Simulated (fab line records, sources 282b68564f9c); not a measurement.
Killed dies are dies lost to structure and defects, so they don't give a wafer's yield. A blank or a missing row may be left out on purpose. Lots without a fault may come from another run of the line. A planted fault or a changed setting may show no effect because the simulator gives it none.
Which tool did it? | flow rit_cmos | 14 lots, 42 wafers sampled, at 4 steps of a route of 202

WHAT THE GAUGES READ, wafer by wafer
RIT_PWELL_OVL_MEAS_06.
lot  | measured    | on         | PWELL_OVL (nm)
L357 | day 1 23:50 | overlay-01 | 1.2 1.9 -0.2
L358 | day 2 06:15 | overlay-01 | 0.4 -0.7 -0.8
L360 | day 2 13:51 | overlay-02 | -1.6 -2.2 -1.2
L361 | day 2 18:41 | overlay-01 | 0.7 0.1 0.8
L364 | day 3 11:15 | overlay-02 | 1.3 -2.7 -1.7
L365 | day 3 18:04 | overlay-01 | 1.9 3.2 0.4
L366 | day 3 22:38 | overlay-01 | 0.2 1.8 -0.1
L368 | day 4 05:28 | overlay-01 | -0.4 1.3 -0.7
L369 | day 4 12:05 | overlay-01 | 2.2 -1.8 1.2
L370 | day 4 16:55 | overlay-01 | -0.3 -0.6 0.0
L372 | day 5 02:40 | overlay-02 | -0.6 0.5 0.2
L373 | day 5 07:41 | overlay-02 | -0.8 0.6 0.2
L375 | day 5 17:39 | overlay-01 | 0.2 -1.0 -2.2
L379 | day 6 13:18 | overlay-01 | 1.2 1.5 3.2

RIT_SDANNEAL_RS_MEAS_06: measures by four-point-probe.
lot  | measured    | on            | PLDD_RS (ohm/sq)
L357 | day 3 07:55 | film_metro-01 | 178.6 179.0 178.4
L358 | day 3 15:22 | film_metro-02 | 178.1 177.8 177.9
L360 | day 3 21:00 | film_metro-02 | 178.0 177.6 178.8
L361 | day 4 03:01 | film_metro-01 | 178.9 179.5 179.0
L364 | day 4 14:14 | film_metro-01 | 178.9 178.6 178.4
L365 | day 5 00:52 | film_metro-02 | 178.5 178.6 179.6
L366 | day 5 04:10 | film_metro-01 | 178.4 178.8 178.6
L368 | day 5 10:52 | film_metro-01 | 178.7 178.8 178.8
L369 | day 5 15:28 | film_metro-02 | 179.3 179.6 178.7
L370 | day 6 00:43 | film_metro-01 | 178.2 178.3 178.5
L372 | day 6 09:50 | film_metro-01 | 177.6 177.4 178.0
L373 | day 6 12:02 | film_metro-03 | 179.4 178.7 179.3
L375 | day 6 23:17 | film_metro-02 | 178.3 178.2 178.9
L379 | day 7 22:01 | film_metro-01 | 178.6 178.9 178.4

WHICH TOOL RAN EACH LOT (tool, then ch and the chambers of the sampled wafers, then the start)
lot  | RIT_PWELL_STRIP_09                  | RIT_PRETRO_SOFTBAKE_02
L357 | plasma_asher-03 ch 0,1, day 2 00:16 | litho_track-03 ch 0, day 2 07:53
L358 | plasma_asher-02 ch 0,1, day 2 06:41 | litho_track-01 ch 0, day 2 14:13
L360 | plasma_asher-02 ch 0, day 2 14:17   | litho_track-03 ch 0, day 2 21:42
L361 | plasma_asher-03 ch 0,1, day 2 19:07 | litho_track-03 ch 0, day 3 03:03
L364 | plasma_asher-02 ch 0,1, day 3 11:41 | litho_track-02 ch 0, day 3 19:07
L365 | plasma_asher-02 ch 0,1, day 3 18:41 | litho_track-03 ch 0, day 4 02:41
L366 | plasma_asher-04 ch 0,1, day 3 23:05 | litho_track-01 ch 0, day 4 07:39
L368 | plasma_asher-04 ch 0,1, day 4 05:53 | litho_track-02 ch 0, day 4 14:13
L369 | plasma_asher-02 ch 0,1, day 4 12:31 | litho_track-02 ch 0, day 4 19:59
L370 | plasma_asher-02 ch 0, day 4 17:21   | litho_track-01 ch 0, day 5 01:28
L372 | plasma_asher-03 ch 0,1, day 5 03:15 | litho_track-03 ch 0, day 5 11:19
L373 | plasma_asher-02 ch 0,1, day 5 08:07 | litho_track-02 ch 0, day 5 15:58
L375 | plasma_asher-02 ch 0,1, day 5 18:08 | litho_track-02 ch 0, day 6 01:34
L379 | plasma_asher-02 ch 0,1, day 6 13:44 | litho_track-01 ch 0, day 6 21:24
- RIT_PWELL_STRIP_09: strips in O2, time 180 s.
- RIT_PRETRO_SOFTBAKE_02: time 60 s.

WHAT THE TOOLS THEMSELVES READ (means of the sampled wafers that have a number; where no wafer has one, the mark that the record gives instead)
RIT_PWELL_STRIP_09.
lot  | tool            | drypump_motor_current_A (A)
L357 | plasma_asher-03 | 6.4
L358 | plasma_asher-02 | 6.1
L360 | plasma_asher-02 | 5.3
L361 | plasma_asher-03 | 6.4
L364 | plasma_asher-02 | 6.1
L365 | plasma_asher-02 | 6.0
L366 | plasma_asher-04 | 6.1
L368 | plasma_asher-04 | 6.1
L369 | plasma_asher-02 | 5.7
L370 | plasma_asher-02 | 5.3
L372 | plasma_asher-03 | 6.4
L373 | plasma_asher-02 | 6.0
L375 | plasma_asher-02 | 6.1
L379 | plasma_asher-02 | 5.7

RIT_PRETRO_SOFTBAKE_02.
lot  | tool           | heater_power_total_W (W) | plate_temp_C (C)
L357 | litho_track-03 | 34.56                    | 90.17
L358 | litho_track-01 | 34.58                    | 89.94
L360 | litho_track-03 | 34.57                    | 90.15
L361 | litho_track-03 | 34.60                    | 90.04
L364 | litho_track-02 | 34.55                    | 90.07
L365 | litho_track-03 | 34.51                    | 89.98
L366 | litho_track-01 | 34.58                    | 89.91
L368 | litho_track-02 | 34.56                    | 89.95
L369 | litho_track-02 | 34.56                    | 89.93
L370 | litho_track-01 | 34.58                    | 90.02
L372 | litho_track-03 | 34.55                    | 89.88
L373 | litho_track-02 | 41.81                    | 103.35
L375 | litho_track-02 | 41.81                    | 103.35
L379 | litho_track-01 | 34.56                    | 90.08

THE ANSWER, worked out from the rows above alone
Rule: what is usual is taken from the lots themselves. Put in order of their means at a reading, lots are off if they are a third of the lots or fewer, leave a main group of 4 or more, and stand apart from it by a gap of 3 or more times the standard deviation of the main group's means; of several such gaps the widest counts. A main group whose means are all the same, to the digits that the tables above print for the reading, isn't used. A lot without any number at a reading at which 4 lots or more have one is off too. The other lots that the step has rows for count as sound. The gauges are gone through in route order, then the tools' own readings, and for those a lot's mean is taken as printed above. The first step at which some lot is off is used, and at that step the reading that is off furthest; a lot without a number counts as furthest.
Off: L373, L375, at RIT_PRETRO_SOFTBAKE_02 (heater_power_total_W). The main group: mean 34.56 W, standard deviation 0.021.
A tool fits if, at that step or a process step before it, it ran every lot that is off, and no sound lot after the first of them. One fits: litho_track-02 at RIT_PRETRO_SOFTBAKE_02. Its last sound lot is L369 (day 4 19:59), its first lot that is off L373 (day 5 15:58): a fault that began between those two fits.
The tool's own readings at RIT_PRETRO_SOFTBAKE_02 bear it out: on the lots that are off they differ by more than 5 times the standard deviation of the sound lots' means. heater_power_total_W reads 41.81 W there against 34.56 W on the sound lots; plate_temp_C reads 103.35 C there against 90.01 C on the sound lots.

WHAT THE SIMULATOR HAD PUT IN
Process parameter drift: litho_track-02, from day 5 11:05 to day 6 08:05, at RIT_PRETRO_SOFTBAKE_02. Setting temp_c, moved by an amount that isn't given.
Lots struck among those shown: L373, L375. The rule above found the same.
